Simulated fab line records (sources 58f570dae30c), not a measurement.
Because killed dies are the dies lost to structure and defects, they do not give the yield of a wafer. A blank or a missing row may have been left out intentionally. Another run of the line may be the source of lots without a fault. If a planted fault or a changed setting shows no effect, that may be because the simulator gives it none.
The tool behind it: which one? / flow berkeleyCmos170 / Sampling: 7 lots, 21 wafers, 5 of 331 route steps

WHAT THE GAUGES SHOWED, per wafer
UCB170_M1_RS_MEAS_01: the measuring method here is four-point-probe.
lot=L259; measured=day 9 04:26; on=filmMetro-04; M1_AL_RS (ohm/sq)=0.0480 0.0488 0.0493
lot=L262; measured=day 9 22:14; on=filmMetro-02; M1_AL_RS (ohm/sq)=0.0477 0.0485 0.0485
lot=L260; measured=day 9 23:36; on=filmMetro-01; M1_AL_RS (ohm/sq)=0.0481 0.0491 0.0481
lot=L264; measured=day 10 14:10; on=filmMetro-02; M1_AL_RS (ohm/sq)=0.0477 0.0481 0.0477
lot=L266; measured=day 10 21:19; on=filmMetro-02; M1_AL_RS (ohm/sq)=0.0484 0.0479 0.0480
lot=L269; measured=day 11 14:54; on=filmMetro-04; M1_AL_RS (ohm/sq)=0.0425 0.0424 0.0431
lot=L270; measured=day 11 18:17; on=filmMetro-02; M1_AL_RS (ohm/sq)=0.0429 0.0430 0.0429

WHAT TOOL EACH LOT RAN ON (gives the tool, then ch and the chambers of the sampled wafers, and finally the start)
lot=L259; UCB170_SILICIDE_SPUTTER_01=pvdSputter-01, day 8 23:25; UCB170_CONTACT_ETCH_17=rieDiel-02 ch 1,2, day 9 03:48; UCB170_CONTACT_ETCH_18=rieDiel-02 ch 1,2, day 9 04:22 or earlier; UCB170_M1_SPUTTER_00=pvdSputter-04, day 9 04:22
lot=L262; UCB170_SILICIDE_SPUTTER_01=pvdSputter-04, day 9 16:48; UCB170_CONTACT_ETCH_17=rieDiel-04 ch 1,2,3, day 9 21:35; UCB170_CONTACT_ETCH_18=rieDiel-04 ch 1,2,3, day 9 22:09 or earlier; UCB170_M1_SPUTTER_00=pvdSputter-04, day 9 22:09
lot=L260; UCB170_SILICIDE_SPUTTER_01=pvdSputter-01, day 9 17:21; UCB170_CONTACT_ETCH_17=rieDiel-04 ch 2,3, day 9 22:55; UCB170_CONTACT_ETCH_18=rieDiel-04 ch 2,3, day 9 23:31 or earlier; UCB170_M1_SPUTTER_00=pvdSputter-01, day 9 23:31
lot=L264; UCB170_SILICIDE_SPUTTER_01=pvdSputter-03, day 10 07:47; UCB170_CONTACT_ETCH_17=rieDiel-04 ch 1,2, day 10 13:19; UCB170_CONTACT_ETCH_18=rieDiel-04 ch 1,2, day 10 14:02 or earlier; UCB170_M1_SPUTTER_00=pvdSputter-02, day 10 14:02
lot=L266; UCB170_SILICIDE_SPUTTER_01=pvdSputter-03, day 10 14:32; UCB170_CONTACT_ETCH_17=rieDiel-04 ch 0,3, day 10 20:41; UCB170_CONTACT_ETCH_18=rieDiel-04 ch 0,3, day 10 21:15 or earlier; UCB170_M1_SPUTTER_00=pvdSputter-01, day 10 21:15
lot=L269; UCB170_SILICIDE_SPUTTER_01=pvdSputter-04, day 11 09:56; UCB170_CONTACT_ETCH_17=rieDiel-01 ch 1,3, day 11 14:16; UCB170_CONTACT_ETCH_18=rieDiel-01 ch 1,3, day 11 14:50 or earlier; UCB170_M1_SPUTTER_00=pvdSputter-04, day 11 14:50
lot=L270; UCB170_SILICIDE_SPUTTER_01=pvdSputter-03, day 11 11:04; UCB170_CONTACT_ETCH_17=rieDiel-01 ch 0,1,3, day 11 17:23; UCB170_CONTACT_ETCH_18=rieDiel-01 ch 0,1,3, day 11 18:14 or earlier; UCB170_M1_SPUTTER_00=pvdSputter-04, day 11 18:14
- UCB170_SILICIDE_SPUTTER_01: material Ti, target thk 30 nm, time 25 s.
- UCB170_CONTACT_ETCH_17: etches BARC in N2/H2.
- UCB170_CONTACT_ETCH_18: etches PSG in CHF3/CF4/Ar, stops on TiSi2, target depth 840 nm, time 195 s.
- UCB170_M1_SPUTTER_00: material Al, target thk 600 nm, time 80 s.

THE ANSWER, worked out from the rows above alone
Rule: what is usual is taken from the lots themselves. The widest of any qualifying gaps counts: lots, ordered by their means at a reading, are off when they make up no more than a third of the lots, leave a main group of 4 or more, and stand apart from it by 3 or more times the standard deviation of that group's means. If all means in a main group match to the digits the tables above print for the reading, that group is not used. Also off: a lot with no number at a reading for which 4 or more lots have one. Where the step has rows for the other lots, those lots are counted as sound.
Off: L269, L270, at UCB170_M1_RS_MEAS_01 (M1_AL_RS). Main group: mean 0.0483 ohm/sq, sd 0.00029.
If a tool, at a process step before that reading, ran all the lots that are off and no sound lot after the first of them, it fits. Gauges at UCB170_M1_RS_MEAS_01: tried the same way as those tools. UCB170_CONTACT_ETCH_18 gives no start for some lots, so the hours and the order of its lots are those of UCB170_M1_SPUTTER_00. Undecided on this evidence; 2 tools fit (rieDiel-01 at UCB170_CONTACT_ETCH_17 and UCB170_CONTACT_ETCH_18, pvdSputter-04 at UCB170_M1_SPUTTER_00).

WHAT HAD BEEN PUT IN BY THE SIMULATOR
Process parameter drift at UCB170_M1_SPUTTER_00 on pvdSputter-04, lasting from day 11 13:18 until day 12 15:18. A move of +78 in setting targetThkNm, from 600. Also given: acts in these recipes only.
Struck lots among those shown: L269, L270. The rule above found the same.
